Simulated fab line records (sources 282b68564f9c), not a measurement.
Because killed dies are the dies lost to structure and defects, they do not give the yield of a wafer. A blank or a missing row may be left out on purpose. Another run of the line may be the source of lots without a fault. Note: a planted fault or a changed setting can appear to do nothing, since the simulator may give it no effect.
Check of tool commonality / flow rit-cmos / Sampled: 14 lots, 42 wafers

WHY IT WAS OPENED
At RIT_CONTACT_THK_MEAS_01 the reading CONTACT_TEOS_THK is flagged on 2 of 14 lots. No-fault wafers: 400 nm, standard deviation 5.5.
Rule: a lot gets a flag if all its wafers with a number sit over 4 standard deviations from that mean, or if no wafer of it has a number. As for the other lots, they are considered sound.

lot=L454; measured=day 3 05:55; on=film-metro-01; CONTACT_TEOS_THK (nm), wafer by wafer=399 400 408; flag=
lot=L455; measured=day 3 12:44; on=film-metro-04; CONTACT_TEOS_THK (nm), wafer by wafer=399 398 407; flag=
lot=L456; measured=day 3 15:20; on=film-metro-01; CONTACT_TEOS_THK (nm), wafer by wafer=392 396 395; flag=
lot=L457; measured=day 3 18:47; on=film-metro-03; CONTACT_TEOS_THK (nm), wafer by wafer=392 407 404; flag=
lot=L461; measured=day 4 16:34; on=film-metro-01; CONTACT_TEOS_THK (nm), wafer by wafer=148 149 151; flag=FLAGGED
lot=L464; measured=day 5 09:26; on=film-metro-04; CONTACT_TEOS_THK (nm), wafer by wafer=147 150 155; flag=FLAGGED
lot=L467; measured=day 6 00:13; on=film-metro-03; CONTACT_TEOS_THK (nm), wafer by wafer=400 391 402; flag=
lot=L468; measured=day 6 01:58; on=film-metro-01; CONTACT_TEOS_THK (nm), wafer by wafer=399 395 397; flag=
lot=L470; measured=day 6 17:52; on=film-metro-01; CONTACT_TEOS_THK (nm), wafer by wafer=396 399 397; flag=
lot=L471; measured=day 6 21:54; on=film-metro-04; CONTACT_TEOS_THK (nm), wafer by wafer=397 402 397; flag=
lot=L473; measured=day 7 02:35; on=film-metro-03; CONTACT_TEOS_THK (nm), wafer by wafer=400 410 400; flag=
lot=L474; measured=day 7 12:49; on=film-metro-03; CONTACT_TEOS_THK (nm), wafer by wafer=405 412 407; flag=
lot=L476; measured=day 7 21:59; on=film-metro-04; CONTACT_TEOS_THK (nm), wafer by wafer=392 407 405; flag=
lot=L477; measured=day 8 01:59; on=film-metro-03; CONTACT_TEOS_THK (nm), wafer by wafer=399 399 405; flag=
On average the flagged lots' numbers are 150 nm, which is -250 nm against the usual, or -45 standard deviations.

WHICH TOOL RAN EACH LOT
The record holds 1 process step before the reading, out of a route of 202 steps. In each cell: the tool, then ch and the chambers that the sampled wafers went through, then the start.
lot=L454; flag=; RIT_CONTACT_CVD_00=pecvd-01 ch 0,1,2, day 3 05:51
lot=L455; flag=; RIT_CONTACT_CVD_00=pecvd-04 ch 0,2, day 3 12:41
lot=L456; flag=; RIT_CONTACT_CVD_00=pecvd-02 ch 0,1,2, day 3 15:17
lot=L457; flag=; RIT_CONTACT_CVD_00=pecvd-01 ch 1,2, day 3 18:44
lot=L461; flag=FLAGGED; RIT_CONTACT_CVD_00=pecvd-04 ch 0,1, day 4 16:31
lot=L464; flag=FLAGGED; RIT_CONTACT_CVD_00=pecvd-04 ch 0,1, day 5 09:23
lot=L467; flag=; RIT_CONTACT_CVD_00=pecvd-02 ch 0,2, day 6 00:10
lot=L468; flag=; RIT_CONTACT_CVD_00=pecvd-01 ch 0,1,2, day 6 01:55
lot=L470; flag=; RIT_CONTACT_CVD_00=pecvd-02 ch 0,1, day 6 17:48
lot=L471; flag=; RIT_CONTACT_CVD_00=pecvd-01 ch 0,1,2, day 6 21:50
lot=L473; flag=; RIT_CONTACT_CVD_00=pecvd-02 ch 0,1,2, day 7 02:32
lot=L474; flag=; RIT_CONTACT_CVD_00=pecvd-01 ch 0,1, day 7 12:44
lot=L476; flag=; RIT_CONTACT_CVD_00=pecvd-02 ch 0,1,2, day 7 21:55
lot=L477; flag=; RIT_CONTACT_CVD_00=pecvd-01 ch 1,2, day 8 01:55
What the steps here do:
- RIT_CONTACT_CVD_00: deposits SiO2 from TEOS, target thk 400 nm, time 61 s.
- RIT_CONTACT_THK_MEAS_01

FLAGGED OVER TOTAL, TOOL BY TOOL (the gauges that took the reading come last)
step=RIT_CONTACT_CVD_00; tool=pecvd-01; lots run=6; flagged=0; share of the flagged lots=none; sound lots run after its first flagged lot=-
step=RIT_CONTACT_CVD_00; tool=pecvd-02; lots run=5; flagged=0; share of the flagged lots=none; sound lots run after its first flagged lot=-
step=RIT_CONTACT_CVD_00; tool=pecvd-04; lots run=3; flagged=2; share of the flagged lots=all; sound lots run after its first flagged lot=0
step=RIT_CONTACT_THK_MEAS_01; tool=film-metro-01; lots run=5; flagged=1; share of the flagged lots=some; sound lots run after its first flagged lot=2 (L468,L470)
step=RIT_CONTACT_THK_MEAS_01; tool=film-metro-03; lots run=5; flagged=0; share of the flagged lots=none; sound lots run after its first flagged lot=-
step=RIT_CONTACT_THK_MEAS_01; tool=film-metro-04; lots run=4; flagged=1; share of the flagged lots=some; sound lots run after its first flagged lot=2 (L471,L476)

WHAT THE TABLE PERMITS
All flagged lots share 1 row of the table, namely pecvd-04 at RIT_CONTACT_CVD_00.
- pecvd-04 at RIT_CONTACT_CVD_00 ran 3 lots, 2 of them flagged. A fault beginning between L455 (day 3 12:41), its last sound lot, and L461 (day 4 16:31), its first flagged one, fits the data.
pecvd-04 at RIT_CONTACT_CVD_00 is the single tool remaining.

WHAT HAD BEEN PUT IN BY THE SIMULATOR
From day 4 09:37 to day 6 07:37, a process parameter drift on pecvd-04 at RIT_CONTACT_CVD_00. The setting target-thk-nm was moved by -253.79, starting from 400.
Shown lots that were struck: L461, L464. This agrees with what the rule above found.
